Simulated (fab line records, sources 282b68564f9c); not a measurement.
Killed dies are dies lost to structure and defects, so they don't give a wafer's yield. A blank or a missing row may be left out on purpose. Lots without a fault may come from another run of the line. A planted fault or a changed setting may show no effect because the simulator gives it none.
fab line records | flow rit_cmos | part 2 of 2: steps 36 to 48 of 48
record lots=5 wafers=15 last_day=8
route steps=202 shown ACTIVE@11 FOX1@20 FOX2@23 NWELL@28 PWELL@39 WELLDRIVE@50 NRETRO@53
lots that met no fault: from a run of the same line without faults
start_h: hours from the record's first day to the start of the lot's first wafer shown | wait_h: hours since the lot's step before | " the same as in the row above | L1.1+2: a row that stands for several wafers | - no value, or no start given | * or withheld: withheld | < > ~ a bound
route shown NAME@n: a module of which the file shows steps, and the number in the route of the first | usual: mean/standard deviation of fault-free wafers | same: alike in all rows | chamber/n: place in a boat | sites: the reading at each site | _std_site: their standard deviation | _edge_site: outer sites' mean less inner sites' | radius_mm: how far each site lies from the wafer's centre | mask NAME#n: copy n | behind: the tool/chamber that last shaped the wafer | hold: why the lot was held/for how many hours/how that ended | device: the transistor (n, p or np) that didn't switch | end of line: the same wafers' tests at the end of the route | a step without rows: its recipe alone | killed: dies lost to structure and defects at the first sort, not the wafer's yield | map: a wafer's dies, x killed, . not, _ none there
set.NAME: the setting as run; set.NAME@STEP: as run at that earlier step | model.NAME: the simulator's own value behind a step, which no gauge read
lots at some steps of the route; a table a step, a row a wafer
services: from which hour (start_h, from the record's first day; less than 0 if before it) a tool's chamber was out of use, for how many hours, and why
## steps
# step RIT_PWELL_HARDBAKE_07
# recipe resist=NOVOLAK temp_c=140 time_s=120
# columns lot.wafer tool chamber start_h wait_h
L074.1+3+5 litho_track-01 0 22.89 0.1
L084.1+2+4 litho_track-02 0 74.47 0.0
L085.1+2+5 litho_track-01 0 78.58 0.0
L092.2+4+6 litho_track-04 0 115.92 0.1
L094.1+4+6 litho_track-04 0 124.42 0.2
# step RIT_PWELL_IMPLANT_08
# recipe species=B energy_kev=170 dose_cm2=7e+13 tilt_deg=7
# usual dose_ions_cm2=7e+13/7.3e+10
# columns lot.wafer tool chamber start_h wait_h dose_ions_cm2
L074.1 implanter-01 0 23.14 0.2 6.996e+13
L074.3 " 0 " " 6.996e+13
L074.5 " 0 " " 6.993e+13
L084.1 implanter-01 0 74.72 0.2 6.998e+13
L084.2 " 0 " " 7.007e+13
L084.4 " 0 " " 6.999e+13
L085.1 implanter-01 0 78.83 0.2 7.013e+13
L085.2 " 0 " " 6.98e+13
L085.5 " 0 " " 6.997e+13
L092.2 implanter-01 0 116.16 0.2 7.013e+13
L092.4 " 0 " " 7.017e+13
L092.6 " 0 " " 7.01e+13
L094.1 implanter-03 0 124.67 0.2 6.991e+13
L094.4 " 0 " " 7.001e+13
L094.6 " 0 " " 6.989e+13
# step RIT_PWELL_STRIP_09
# recipe chemistry=O2 time_s=180 resist=NOVOLAK platen_temp_c=withheld power_w=500 pressure_mtorr=4000 o2_flow_sccm=4000
# usual drypump_motor_current_A=6.0/0.33
# columns lot.wafer tool chamber start_h wait_h drypump_motor_current_A rf_hours_counter_h
L074.1 plasma_asher-01 0 23.29 0.1 6.2 25
L074.3 " 1 " " 5.6 -
L074.5 " 1 " " 5.6 -
L084.1 plasma_asher-04 0 74.87 0.1 6.3 43
L084.2 " 1 " " 6.0 43
L084.4 " 0 " " 6.3 -
L085.1 plasma_asher-01 0 78.98 0.1 6.2 30
L085.2 " 1 " " 5.6 30
L085.5 " 1 " " 5.6 -
L092.2 plasma_asher-01 0 116.28 0.1 6.1 34
L092.4 " 0 " " 6.1 -
L092.6 " 1 " " 5.7 -
L094.1 plasma_asher-03 0 124.82 0.1 5.6 48
L094.4 " 0 " " 5.6 -
L094.6 " 0 " " 5.6 -
# step RIT_PWELL_TW_MEAS_10
# usual PWELL_TW=950/11
# columns lot.wafer tool chamber start_h wait_h PWELL_TW
L074.1 film_metro-03 - 23.47 0.1 963
L074.3 " - " " 963
L074.5 " - " " 959
L084.1 film_metro-03 - 75.04 0.1 960
L084.2 " - " " 963
L084.4 " - " " 965
L085.1 film_metro-02 - 79.15 0.1 939
L085.2 " - " " 941
L085.5 " - " " 939
L092.2 film_metro-01 - 116.47 0.1 952
L092.4 " - " " 954
L092.6 " - " " 956
L094.1 film_metro-03 - 125.00 0.1 959
L094.4 " - " " 967
L094.6 " - " " 958
# step RIT_WELLDRIVE_ANNEAL_00
# recipe temp_c=1100 time_s=14700 ambient=N2
# usual tube_center_temp_C=1100.0/0.11 zone_power_centre_pct=51.9/1.4 zone_power_load_pct=44/6.4
# columns lot.wafer tool chamber start_h wait_h tube_center_temp_C zone_power_centre_pct zone_power_load_pct
L074.1 furnace-01 0 23.56 0.1 1099.8 50.5 38
L074.3 " 0 " " 1100.0 51.3 38
L074.5 " 0 " " 1099.9 50.8 39
L084.1 furnace-04 0 75.66 0.6 1100.0 51.3 54
L084.2 " 0 " " 1100.0 51.4 53
L084.4 " 0 " " 1100.0 50.9 54
L085.1 furnace-03 0 80.57 1.4 1099.9 54.6 41
L085.2 " 0 " " 1100.0 54.5 41
L085.5 " 0 " " 1099.9 53.9 41
L092.2 furnace-01 0 117.62 1.1 1099.9 51.8 39
L092.4 " 0 " " 1100.0 50.4 39
L092.6 " 0 " " 1100.0 51.0 39
L094.1 furnace-01 0 126.57 1.6 1099.9 51.7 38
L094.4 " 0 " " 1100.1 50.9 39
L094.6 " 0 " " 1100.1 50.9 39
# step RIT_WELLDRIVE_RS_MEAS_01
# recipe thk_meas_gauge=four-point-probe
# usual NWELL_RS=275.7/0.73
# columns lot.wafer tool chamber start_h wait_h NWELL_RS[ohm/sq]
L074.1 film_metro-02 - 28.64 0.0 275.6
L074.3 " - " " 275.7
L074.5 " - " " 274.9
L084.1 film_metro-02 - 80.74 0.0 274.8
L084.2 " - " " 275.2
L084.4 " - " " 275.5
L085.1 film_metro-01 - 85.65 0.0 275.5
L085.2 " - " " 275.7
L085.5 " - " " 274.8
L092.2 film_metro-03 - 122.72 0.0 275.9
L092.4 " - " " 275.7
L092.6 " - " " 275.1
L094.1 film_metro-02 - 131.65 0.0 274.8
L094.4 " - " " 275.3
L094.6 " - " " 275.2
# step RIT_WELLDRIVE_RS_MEAS_02
# recipe thk_meas_gauge=four-point-probe
# usual PWELL_RS=429.7/1.4
# columns lot.wafer tool chamber start_h wait_h PWELL_RS[ohm/sq]
L074.1 film_metro-02 - 28.76 0.1 429.5
L074.3 " - " " 430.8
L074.5 " - " " 430.7
L084.1 film_metro-02 - 80.86 0.1 429.5
L084.2 " - " " 428.6
L084.4 " - " " 427.4
L085.1 film_metro-01 - 85.77 0.1 428.9
L085.2 " - " " 427.8
L085.5 " - " " 427.2
L092.2 film_metro-03 - 122.84 0.1 429.5
L092.4 " - " " 429.8
L092.6 " - " " 429.1
L094.1 film_metro-02 - 131.77 0.1 427.1
L094.4 " - " " 428.2
L094.6 " - " " 428.7
# step RIT_NRETRO_HMDS_00
# recipe prime_time_s=60 prime_temp_c=140
# columns lot.wafer tool chamber start_h wait_h
L074.1+3+5 litho_track-03 0 28.88 0.1
L084.1+2+4 litho_track-03 0 80.98 0.1
L085.1+2+5 litho_track-01 0 85.89 0.1
L092.2+4+6 litho_track-04 0 122.97 0.1
L094.1+4+6 litho_track-01 0 131.89 0.1
# step RIT_NRETRO_COAT_01
# recipe resist=NOVOLAK spin_rpm=2000 resist_thk_nm=1300
# columns lot.wafer tool chamber start_h wait_h
L074.1+3+5 litho_track-03 0 29.03 0.1
L084.1+2+4 litho_track-03 0 81.13 0.1
L085.1+2+5 litho_track-01 0 86.04 0.1
L092.2+4+6 litho_track-04 0 123.12 0.1
L094.1+4+6 litho_track-01 0 132.04 0.1
# step RIT_NRETRO_SOFTBAKE_02
# recipe resist=NOVOLAK temp_c=90 time_s=60
# columns lot.wafer tool chamber start_h wait_h
L074.1+3+5 litho_track-03 0 29.18 0.1
L084.1+2+4 litho_track-03 0 81.28 0.1
L085.1+2+5 litho_track-01 0 86.19 0.1
L092.2+4+6 litho_track-04 0 123.27 0.1
L094.1+4+6 litho_track-01 0 132.19 0.1
# step RIT_NRETRO_EXPOSE_03
# recipe mask_id=M4 na=0.57 target_cd_nm=43900 dose_mj=250
# columns lot.wafer tool chamber start_h wait_h mask
L074.1+3+5 iline_stepper-01 0 29.46 0.2 M4#0
L084.1+2+4 iline_stepper-01 0 81.43 0.1 M4#0
L085.1+2+5 iline_stepper-01 0 86.34 0.1 M4#0
L092.2+4+6 iline_stepper-02 0 123.54 0.2 M4#0
L094.1+4+6 iline_stepper-01 0 132.34 0.1 M4#0
# step RIT_NRETRO_PEB_04
# recipe resist=NOVOLAK temp_c=withheld time_s=withheld
# columns lot.wafer tool chamber start_h wait_h
L074.1+3+5 litho_track-01 0 29.57 0.1
L084.1+2+4 litho_track-01 0 81.55 0.1
L085.1+2+5 litho_track-01 0 86.46 0.1
L092.2+4+6 litho_track-01 0 123.75 0.2
L094.1+4+6 litho_track-01 0 132.46 0.1
# step RIT_NRETRO_DEVELOP_05
# recipe resist=NOVOLAK develop_time_s=68 dev_temp_c=23
# columns lot.wafer tool chamber start_h wait_h
L074.1+3+5 litho_track-01 0 - -
L084.1+2+4 litho_track-01 0 - -
L085.1+2+5 litho_track-01 0 - -
L092.2+4+6 litho_track-01 0 - -
L094.1+4+6 litho_track-01 0 - -
## services
# columns tool chamber start_h hours kind
iline_stepper-02 - -8.01 4.4 pm
implanter-04 - -0.29 4.0 repair
furnace-03 - 3.67 3.0 pm
wet_bench-01 - 5.99 1.1 repair
implanter-01 - 8.40 5.9 repair
plasma_asher-03 - 10.31 2.8 pm
iline_stepper-01 - 11.65 16.4 repair
plasma_asher-02 - 25.54 0.4 repair
rie_diel-02 3 27.36 1.7 repair
plasma_asher-01 - 31.67 4.0 pm
iline_stepper-02 - 39.52 1.7 pm
implanter-03 - 41.04 3.2 pm
plasma_asher-04 - 45.85 1.2 repair
rie_diel-02 - 48.60 0.4 repair
implanter-03 - 59.08 37.7 repair
iline_stepper-01 - 64.65 1.1 repair
rie_diel-02 3 97.35 7.3 repair
implanter-03 - 106.98 2.0 repair
plasma_asher-04 - 108.75 9.0 pm
implanter-04 - 108.97 5.6 repair
wet_bench-01 - 111.40 6.5 repair
furnace-01 - 114.32 3.3 pm
rie_diel-02 3 116.69 4.2 repair
rie_diel-02 2 129.56 2.0 repair
